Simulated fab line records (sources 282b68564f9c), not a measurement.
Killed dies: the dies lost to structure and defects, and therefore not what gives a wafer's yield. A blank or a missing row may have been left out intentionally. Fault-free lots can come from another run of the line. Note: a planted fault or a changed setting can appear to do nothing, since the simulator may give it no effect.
fab line records / flow ritCmos
record: lots: 14 wafers: 42 lastDay: 7
route steps=202 shown WELLDRIVE@50 NWELL@51 PWELL@52 M1@202
lots that met no fault: taken from a fault-free run of the same line
startH: hours from the record's first day to the start of the lot's first wafer shown / waitH: hours from the lot's prior step to this one / " repeats the value in the row above / L1.1+2: a single row standing in for several wafers / - either no value or no given start / * or withheld: withheld / < > ~ a bound
route shown NAME@n: a module of which the file shows steps, and the number in the route of the first / usual: mean/standard deviation of fault-free wafers / same: alike in all rows / chamber/n: place in a boat / sites: readings site by site / _std_site: their standard deviation / _edge_site: the outer-site mean with the inner-site mean subtracted / radiusMm: how far each site lies from the wafer's centre / mask NAME#n: copy n / behind: the tool/chamber that last shaped the wafer / hold: cause of the lot's hold/its duration in hours/its outcome / device: transistor that didn't switch, given as n, p or np / end of line: tests of these same wafers at the route's end / where a step has no rows: the recipe by itself / killed: count of dies lost to structure and defects at first sort (not the wafer's yield) / map: a wafer's dies, marking killed ones x, the rest . and places with no die _
set.NAME: the setting that was run; set.NAME@STEP: the one run at that earlier step / model.NAME: the simulator's own value behind a step, which no gauge read
one table for each step of the route and one row for each wafer, over a sample of lots
services: when a tool's chamber went out of use (startH, in hours from the record's first day, below 0 if earlier), for how many hours, and the reason
== steps ==
step: RIT_WELLDRIVE_ANNEAL_00
recipe: tempC: 1100 timeS: 14700 ambient: N2
usual: runLengthS: 18264/9.8 tube_center_temp_C_max: 1102.8/0.42
lot.wafer=L830.3 tool=furnace-04 chamber=0 startH=23.32 waitH=0.3 runLengthS=18253 tube_center_temp_C_max=1102.7
lot.wafer=L830.4 tool=furnace-04 chamber=0 startH=23.32 waitH=0.3 runLengthS=18253 tube_center_temp_C_max=1102.5
lot.wafer=L830.5 tool=furnace-04 chamber=0 startH=23.32 waitH=0.3 runLengthS=18253 tube_center_temp_C_max=1102.4
lot.wafer=L831.3 tool=furnace-02 chamber=0 startH=27.56 waitH=0.0 runLengthS=18265 tube_center_temp_C_max=1103.5
lot.wafer=L831.4 tool=furnace-02 chamber=0 startH=27.56 waitH=0.0 runLengthS=18265 tube_center_temp_C_max=1102.8
lot.wafer=L831.6 tool=furnace-02 chamber=0 startH=27.56 waitH=0.0 runLengthS=18265 tube_center_temp_C_max=1102.8
lot.wafer=L832.1 tool=furnace-04 chamber=0 startH=32.76 waitH=0.1 runLengthS=18255 tube_center_temp_C_max=1102.6
lot.wafer=L832.2 tool=furnace-04 chamber=0 startH=32.76 waitH=0.1 runLengthS=18255 tube_center_temp_C_max=1102.4
lot.wafer=L832.6 tool=furnace-04 chamber=0 startH=32.76 waitH=0.1 runLengthS=18255 tube_center_temp_C_max=1104.1
lot.wafer=L833.1 tool=furnace-01 chamber=0 startH=38.05 waitH=0.2 runLengthS=18269 tube_center_temp_C_max=1102.9
lot.wafer=L833.3 tool=furnace-01 chamber=0 startH=38.05 waitH=0.2 runLengthS=18269 tube_center_temp_C_max=1103.2
lot.wafer=L833.5 tool=furnace-01 chamber=0 startH=38.05 waitH=0.2 runLengthS=18269 tube_center_temp_C_max=1102.8
lot.wafer=L834.2 tool=furnace-01 chamber=0 startH=44.29 waitH=0.0 runLengthS=18276 tube_center_temp_C_max=1102.6
lot.wafer=L834.4 tool=furnace-01 chamber=0 startH=44.29 waitH=0.0 runLengthS=18276 tube_center_temp_C_max=1102.4
lot.wafer=L834.5 tool=furnace-01 chamber=0 startH=44.29 waitH=0.0 runLengthS=18276 tube_center_temp_C_max=1102.9
lot.wafer=L836.3 tool=furnace-02 chamber=0 startH=53.03 waitH=0.0 runLengthS=23416 tube_center_temp_C_max=1102.0
lot.wafer=L836.4 tool=furnace-02 chamber=0 startH=53.03 waitH=0.0 runLengthS=23416 tube_center_temp_C_max=1103.0
lot.wafer=L836.6 tool=furnace-02 chamber=0 startH=53.03 waitH=0.0 runLengthS=23416 tube_center_temp_C_max=1102.6
lot.wafer=L837.1 tool=furnace-02 chamber=0 startH=58.28 waitH=0.1 runLengthS=23418 tube_center_temp_C_max=1103.1
lot.wafer=L837.5 tool=furnace-02 chamber=0 startH=58.28 waitH=0.1 runLengthS=23418 tube_center_temp_C_max=1104.0
lot.wafer=L837.6 tool=furnace-02 chamber=0 startH=58.28 waitH=0.1 runLengthS=23418 tube_center_temp_C_max=1103.5
lot.wafer=L843.1 tool=furnace-04 chamber=0 startH=87.68 waitH=0.2 runLengthS=18246 tube_center_temp_C_max=1103.0
lot.wafer=L843.2 tool=furnace-04 chamber=0 startH=87.68 waitH=0.2 runLengthS=18246 tube_center_temp_C_max=1103.0
lot.wafer=L843.6 tool=furnace-04 chamber=0 startH=87.68 waitH=0.2 runLengthS=18246 tube_center_temp_C_max=1102.8
lot.wafer=L846.2 tool=furnace-01 chamber=0 startH=103.69 waitH=0.0 runLengthS=18270 tube_center_temp_C_max=1103.7
lot.wafer=L846.3 tool=furnace-01 chamber=0 startH=103.69 waitH=0.0 runLengthS=18270 tube_center_temp_C_max=1103.3
lot.wafer=L846.5 tool=furnace-01 chamber=0 startH=103.69 waitH=0.0 runLengthS=18270 tube_center_temp_C_max=1102.9
lot.wafer=L848.3 tool=furnace-04 chamber=0 startH=113.46 waitH=0.1 runLengthS=18256 tube_center_temp_C_max=1102.9
lot.wafer=L848.5 tool=furnace-04 chamber=0 startH=113.46 waitH=0.1 runLengthS=18256 tube_center_temp_C_max=1102.8
lot.wafer=L848.6 tool=furnace-04 chamber=0 startH=113.46 waitH=0.1 runLengthS=18256 tube_center_temp_C_max=1103.0
lot.wafer=L850.2 tool=furnace-01 chamber=0 startH=122.60 waitH=0.0 runLengthS=18272 tube_center_temp_C_max=1103.2
lot.wafer=L850.3 tool=furnace-01 chamber=0 startH=122.60 waitH=0.0 runLengthS=18272 tube_center_temp_C_max=1102.3
lot.wafer=L850.4 tool=furnace-01 chamber=0 startH=122.60 waitH=0.0 runLengthS=18272 tube_center_temp_C_max=1102.0
lot.wafer=L851.1 tool=furnace-01 chamber=0 startH=129.00 waitH=0.9 runLengthS=18270 tube_center_temp_C_max=1103.0
lot.wafer=L851.4 tool=furnace-01 chamber=0 startH=129.00 waitH=0.9 runLengthS=18270 tube_center_temp_C_max=1102.7
lot.wafer=L851.6 tool=furnace-01 chamber=0 startH=129.00 waitH=0.9 runLengthS=18270 tube_center_temp_C_max=1102.6
lot.wafer=L852.4 tool=furnace-02 chamber=0 startH=133.33 waitH=0.1 runLengthS=18276 tube_center_temp_C_max=1102.9
lot.wafer=L852.5 tool=furnace-02 chamber=0 startH=133.33 waitH=0.1 runLengthS=18276 tube_center_temp_C_max=1102.6
lot.wafer=L852.6 tool=furnace-02 chamber=0 startH=133.33 waitH=0.1 runLengthS=18276 tube_center_temp_C_max=1102.0
lot.wafer=L853.2 tool=furnace-01 chamber=0 startH=137.98 waitH=0.0 runLengthS=18276 tube_center_temp_C_max=1102.5
lot.wafer=L853.4 tool=furnace-01 chamber=0 startH=137.98 waitH=0.0 runLengthS=18276 tube_center_temp_C_max=1102.8
lot.wafer=L853.5 tool=furnace-01 chamber=0 startH=137.98 waitH=0.0 runLengthS=18276 tube_center_temp_C_max=1103.0
step: RIT_WELLDRIVE_RS_MEAS_01
recipe: thkMeasGauge: four-point-probe
usual: NWELL_RS: 275.8/0.86
lot.wafer=L830.3 tool=filmMetro-03 chamber=- startH=28.44 waitH=0.0 NWELL_RS[ohm/sq]=276.1
lot.wafer=L830.4 tool=filmMetro-03 chamber=- startH=28.44 waitH=0.0 NWELL_RS[ohm/sq]=276.8
lot.wafer=L830.5 tool=filmMetro-03 chamber=- startH=28.44 waitH=0.0 NWELL_RS[ohm/sq]=276.2
lot.wafer=L831.3 tool=filmMetro-01 chamber=- startH=32.69 waitH=0.0 NWELL_RS[ohm/sq]=274.5
lot.wafer=L831.4 tool=filmMetro-01 chamber=- startH=32.69 waitH=0.0 NWELL_RS[ohm/sq]=275.6
lot.wafer=L831.6 tool=filmMetro-01 chamber=- startH=32.69 waitH=0.0 NWELL_RS[ohm/sq]=275.5
lot.wafer=L832.1 tool=filmMetro-03 chamber=- startH=37.84 waitH=0.0 NWELL_RS[ohm/sq]=275.8
lot.wafer=L832.2 tool=filmMetro-03 chamber=- startH=37.84 waitH=0.0 NWELL_RS[ohm/sq]=275.8
lot.wafer=L832.6 tool=filmMetro-03 chamber=- startH=37.84 waitH=0.0 NWELL_RS[ohm/sq]=275.6
lot.wafer=L833.1 tool=filmMetro-01 chamber=- startH=43.13 waitH=0.0 NWELL_RS[ohm/sq]=275.4
lot.wafer=L833.3 tool=filmMetro-01 chamber=- startH=43.13 waitH=0.0 NWELL_RS[ohm/sq]=275.6
lot.wafer=L833.5 tool=filmMetro-01 chamber=- startH=43.13 waitH=0.0 NWELL_RS[ohm/sq]=275.0
lot.wafer=L834.2 tool=filmMetro-01 chamber=- startH=49.39 waitH=0.0 NWELL_RS[ohm/sq]=275.2
lot.wafer=L834.4 tool=filmMetro-01 chamber=- startH=49.39 waitH=0.0 NWELL_RS[ohm/sq]=275.6
lot.wafer=L834.5 tool=filmMetro-01 chamber=- startH=49.39 waitH=0.0 NWELL_RS[ohm/sq]=275.7
lot.wafer=L836.3 tool=filmMetro-01 chamber=- startH=58.16 waitH=0.0 NWELL_RS[ohm/sq]=261.7
lot.wafer=L836.4 tool=filmMetro-01 chamber=- startH=58.16 waitH=0.0 NWELL_RS[ohm/sq]=261.7
lot.wafer=L836.6 tool=filmMetro-01 chamber=- startH=58.16 waitH=0.0 NWELL_RS[ohm/sq]=261.5
lot.wafer=L837.1 tool=filmMetro-04 chamber=- startH=63.36 waitH=0.0 NWELL_RS[ohm/sq]=261.1
lot.wafer=L837.5 tool=filmMetro-04 chamber=- startH=63.36 waitH=0.0 NWELL_RS[ohm/sq]=260.0
lot.wafer=L837.6 tool=filmMetro-04 chamber=- startH=63.36 waitH=0.0 NWELL_RS[ohm/sq]=261.3
lot.wafer=L843.1 tool=filmMetro-03 chamber=- startH=92.77 waitH=0.0 NWELL_RS[ohm/sq]=275.8
lot.wafer=L843.2 tool=filmMetro-03 chamber=- startH=92.77 waitH=0.0 NWELL_RS[ohm/sq]=275.0
lot.wafer=L843.6 tool=filmMetro-03 chamber=- startH=92.77 waitH=0.0 NWELL_RS[ohm/sq]=275.4
lot.wafer=L846.2 tool=filmMetro-04 chamber=- startH=108.79 waitH=0.0 NWELL_RS[ohm/sq]=275.9
lot.wafer=L846.3 tool=filmMetro-04 chamber=- startH=108.79 waitH=0.0 NWELL_RS[ohm/sq]=276.9
lot.wafer=L846.5 tool=filmMetro-04 chamber=- startH=108.79 waitH=0.0 NWELL_RS[ohm/sq]=276.1
lot.wafer=L848.3 tool=filmMetro-03 chamber=- startH=118.58 waitH=0.0 NWELL_RS[ohm/sq]=273.1
lot.wafer=L848.5 tool=filmMetro-03 chamber=- startH=118.58 waitH=0.0 NWELL_RS[ohm/sq]=274.3
lot.wafer=L848.6 tool=filmMetro-03 chamber=- startH=118.58 waitH=0.0 NWELL_RS[ohm/sq]=273.8
lot.wafer=L850.2 tool=filmMetro-03 chamber=- startH=127.70 waitH=0.0 NWELL_RS[ohm/sq]=275.2
lot.wafer=L850.3 tool=filmMetro-03 chamber=- startH=127.70 waitH=0.0 NWELL_RS[ohm/sq]=276.5
lot.wafer=L850.4 tool=filmMetro-03 chamber=- startH=127.70 waitH=0.0 NWELL_RS[ohm/sq]=275.8
lot.wafer=L851.1 tool=filmMetro-03 chamber=- startH=134.08 waitH=0.0 NWELL_RS[ohm/sq]=277.0
lot.wafer=L851.4 tool=filmMetro-03 chamber=- startH=134.08 waitH=0.0 NWELL_RS[ohm/sq]=276.6
lot.wafer=L851.6 tool=filmMetro-03 chamber=- startH=134.08 waitH=0.0 NWELL_RS[ohm/sq]=277.2
lot.wafer=L852.4 tool=filmMetro-03 chamber=- startH=138.47 waitH=0.1 NWELL_RS[ohm/sq]=275.8
lot.wafer=L852.5 tool=filmMetro-03 chamber=- startH=138.47 waitH=0.1 NWELL_RS[ohm/sq]=276.7
lot.wafer=L852.6 tool=filmMetro-03 chamber=- startH=138.47 waitH=0.1 NWELL_RS[ohm/sq]=275.9
lot.wafer=L853.2 tool=filmMetro-03 chamber=- startH=143.09 waitH=0.0 NWELL_RS[ohm/sq]=276.6
lot.wafer=L853.4 tool=filmMetro-03 chamber=- startH=143.09 waitH=0.0 NWELL_RS[ohm/sq]=276.9
lot.wafer=L853.5 tool=filmMetro-03 chamber=- startH=143.09 waitH=0.0 NWELL_RS[ohm/sq]=276.7
step: RIT_WELLDRIVE_RS_MEAS_02
recipe: thkMeasGauge: four-point-probe
usual: PWELL_RS: 430.7/1.2
lot.wafer=L830.3 tool=filmMetro-03 chamber=- startH=28.56 waitH=0.1 PWELL_RS[ohm/sq]=430.9
lot.wafer=L830.4 tool=filmMetro-03 chamber=- startH=28.56 waitH=0.1 PWELL_RS[ohm/sq]=430.3
lot.wafer=L830.5 tool=filmMetro-03 chamber=- startH=28.56 waitH=0.1 PWELL_RS[ohm/sq]=429.3
lot.wafer=L831.3 tool=filmMetro-01 chamber=- startH=32.81 waitH=0.1 PWELL_RS[ohm/sq]=429.7
lot.wafer=L831.4 tool=filmMetro-01 chamber=- startH=32.81 waitH=0.1 PWELL_RS[ohm/sq]=431.9
lot.wafer=L831.6 tool=filmMetro-01 chamber=- startH=32.81 waitH=0.1 PWELL_RS[ohm/sq]=432.4
lot.wafer=L832.1 tool=filmMetro-03 chamber=- startH=37.96 waitH=0.1 PWELL_RS[ohm/sq]=430.5
lot.wafer=L832.2 tool=filmMetro-03 chamber=- startH=37.96 waitH=0.1 PWELL_RS[ohm/sq]=429.6
lot.wafer=L832.6 tool=filmMetro-03 chamber=- startH=37.96 waitH=0.1 PWELL_RS[ohm/sq]=430.4
lot.wafer=L833.1 tool=filmMetro-01 chamber=- startH=43.25 waitH=0.1 PWELL_RS[ohm/sq]=431.1
lot.wafer=L833.3 tool=filmMetro-01 chamber=- startH=43.25 waitH=0.1 PWELL_RS[ohm/sq]=430.7
lot.wafer=L833.5 tool=filmMetro-01 chamber=- startH=43.25 waitH=0.1 PWELL_RS[ohm/sq]=429.9
lot.wafer=L834.2 tool=filmMetro-01 chamber=- startH=49.51 waitH=0.1 PWELL_RS[ohm/sq]=432.0
lot.wafer=L834.4 tool=filmMetro-01 chamber=- startH=49.51 waitH=0.1 PWELL_RS[ohm/sq]=432.1
lot.wafer=L834.5 tool=filmMetro-01 chamber=- startH=49.51 waitH=0.1 PWELL_RS[ohm/sq]=432.0
lot.wafer=L836.3 tool=filmMetro-01 chamber=- startH=58.28 waitH=0.1 PWELL_RS[ohm/sq]=414.4
lot.wafer=L836.4 tool=filmMetro-01 chamber=- startH=58.28 waitH=0.1 PWELL_RS[ohm/sq]=415.4
lot.wafer=L836.6 tool=filmMetro-01 chamber=- startH=58.28 waitH=0.1 PWELL_RS[ohm/sq]=413.9
lot.wafer=L837.1 tool=filmMetro-04 chamber=- startH=63.48 waitH=0.1 PWELL_RS[ohm/sq]=416.0
lot.wafer=L837.5 tool=filmMetro-04 chamber=- startH=63.48 waitH=0.1 PWELL_RS[ohm/sq]=415.4
lot.wafer=L837.6 tool=filmMetro-04 chamber=- startH=63.48 waitH=0.1 PWELL_RS[ohm/sq]=415.2
lot.wafer=L843.1 tool=filmMetro-03 chamber=- startH=92.89 waitH=0.1 PWELL_RS[ohm/sq]=428.7
lot.wafer=L843.2 tool=filmMetro-03 chamber=- startH=92.89 waitH=0.1 PWELL_RS[ohm/sq]=427.8
lot.wafer=L843.6 tool=filmMetro-03 chamber=- startH=92.89 waitH=0.1 PWELL_RS[ohm/sq]=427.9
lot.wafer=L846.2 tool=filmMetro-04 chamber=- startH=108.91 waitH=0.1 PWELL_RS[ohm/sq]=430.7
lot.wafer=L846.3 tool=filmMetro-04 chamber=- startH=108.91 waitH=0.1 PWELL_RS[ohm/sq]=431.6
lot.wafer=L846.5 tool=filmMetro-04 chamber=- startH=108.91 waitH=0.1 PWELL_RS[ohm/sq]=430.6
lot.wafer=L848.3 tool=filmMetro-03 chamber=- startH=118.70 waitH=0.1 PWELL_RS[ohm/sq]=430.0
lot.wafer=L848.5 tool=filmMetro-03 chamber=- startH=118.70 waitH=0.1 PWELL_RS[ohm/sq]=429.5
lot.wafer=L848.6 tool=filmMetro-03 chamber=- startH=118.70 waitH=0.1 PWELL_RS[ohm/sq]=428.1
lot.wafer=L850.2 tool=filmMetro-03 chamber=- startH=127.82 waitH=0.1 PWELL_RS[ohm/sq]=432.5
lot.wafer=L850.3 tool=filmMetro-03 chamber=- startH=127.82 waitH=0.1 PWELL_RS[ohm/sq]=432.8
lot.wafer=L850.4 tool=filmMetro-03 chamber=- startH=127.82 waitH=0.1 PWELL_RS[ohm/sq]=432.4
lot.wafer=L851.1 tool=filmMetro-03 chamber=- startH=134.20 waitH=0.1 PWELL_RS[ohm/sq]=430.5
lot.wafer=L851.4 tool=filmMetro-03 chamber=- startH=134.20 waitH=0.1 PWELL_RS[ohm/sq]=430.8
lot.wafer=L851.6 tool=filmMetro-03 chamber=- startH=134.20 waitH=0.1 PWELL_RS[ohm/sq]=429.6
lot.wafer=L852.4 tool=filmMetro-03 chamber=- startH=138.59 waitH=0.1 PWELL_RS[ohm/sq]=429.8
lot.wafer=L852.5 tool=filmMetro-03 chamber=- startH=138.59 waitH=0.1 PWELL_RS[ohm/sq]=429.4
lot.wafer=L852.6 tool=filmMetro-03 chamber=- startH=138.59 waitH=0.1 PWELL_RS[ohm/sq]=430.1
lot.wafer=L853.2 tool=filmMetro-03 chamber=- startH=143.21 waitH=0.1 PWELL_RS[ohm/sq]=430.8
lot.wafer=L853.4 tool=filmMetro-03 chamber=- startH=143.21 waitH=0.1 PWELL_RS[ohm/sq]=431.1
lot.wafer=L853.5 tool=filmMetro-03 chamber=- startH=143.21 waitH=0.1 PWELL_RS[ohm/sq]=432.2
step: RIT_M1_PROBE_99
usual: killedAtContacts: 0.1/0.35 killedAtFrontEnd: 6.6/2.7 killedDies: 6.7/2.8 killedOpen: 3.4/2.1 killedShort: 3.3/1.8
same: grossDies: 264 killed_at_M0_to_M3: 0 killed_at_M4_up: 0 killedAtBackSide: 0 killedAtOther: 0
lot.wafer=L846.2 tool=prober-02 chamber=- startH=137.69 waitH=0.1 killedAtContacts=0 killedAtFrontEnd=4 killedDies=4 killedOpen=1 killedShort=2
lot.wafer=L846.3 tool=prober-02 chamber=- startH=137.74 waitH=0.2 killedAtContacts=0 killedAtFrontEnd=9 killedDies=9 killedOpen=6 killedShort=3
lot.wafer=L846.5 tool=prober-02 chamber=- startH=137.84 waitH=0.2 killedAtContacts=0 killedAtFrontEnd=6 killedDies=6 killedOpen=2 killedShort=4
killed by level:class
L846.2 GATE:geometricParticle:short=2 GATE:geometricParticle:open=1 NRETRO:coatMicrobubblePrinted=1
L846.3 SPACER:geometricParticle:open=3 GATE:geometricParticle:open=2 GATE:geometricParticle:short=2 FOX1:geometricParticle:open=1 SPACER:geometricParticle:short=1
L846.5 FOX1:geometricParticle:short=2 FOX1:geometricParticle:open=1 FOX2:geometricParticle:open=1 FOX2:geometricParticle:short=1 GATE:geometricParticle:short=1
== services ==
tool=furnace-01 chamber=- startH=2.49 hours=3.6 kind=pm
tool=furnace-02 chamber=- startH=35.53 hours=3.6 kind=pm
tool=furnace-04 chamber=- startH=98.79 hours=4.0 kind=pm
tool=furnace-04 chamber=- startH=126.83 hours=3.5 kind=pm
tool=furnace-04 chamber=- startH=135.02 hours=4.9 kind=pm
== key ==
firstSign: step: RIT_WELLDRIVE_ANNEAL_00 reading: runLengthS direction: up sigmas: 99+ usual: * struck: *
effect: step: RIT_WELLDRIVE_RS_MEAS_01 reading: NWELL_RS direction: down sigmas: 17 usual: 275.8 struck: 261.2
effect: step: RIT_WELLDRIVE_RS_MEAS_02 reading: PWELL_RS direction: down sigmas: 13 usual: 430.7 struck: 415.1
metAt RIT_WELLDRIVE_ANNEAL_00
struckLots L836,L837
testerLeftOut L836,L837
fault: kind: processParameterDrift tool: furnace-02 chamber: - onsetH: 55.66 steps: RIT_WELLDRIVE_ANNEAL_00 channel: timeS offset: * shape: step endH: 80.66 actsIn: * stated: *
testerLeftOut: of these lots the tester's yield and bins aren't shown, on N5 and GAA mostly nor the transistor test; their killed dies are dies lost to structure and defects alone, not to doping, threshold or leakage, so they don't give the yield
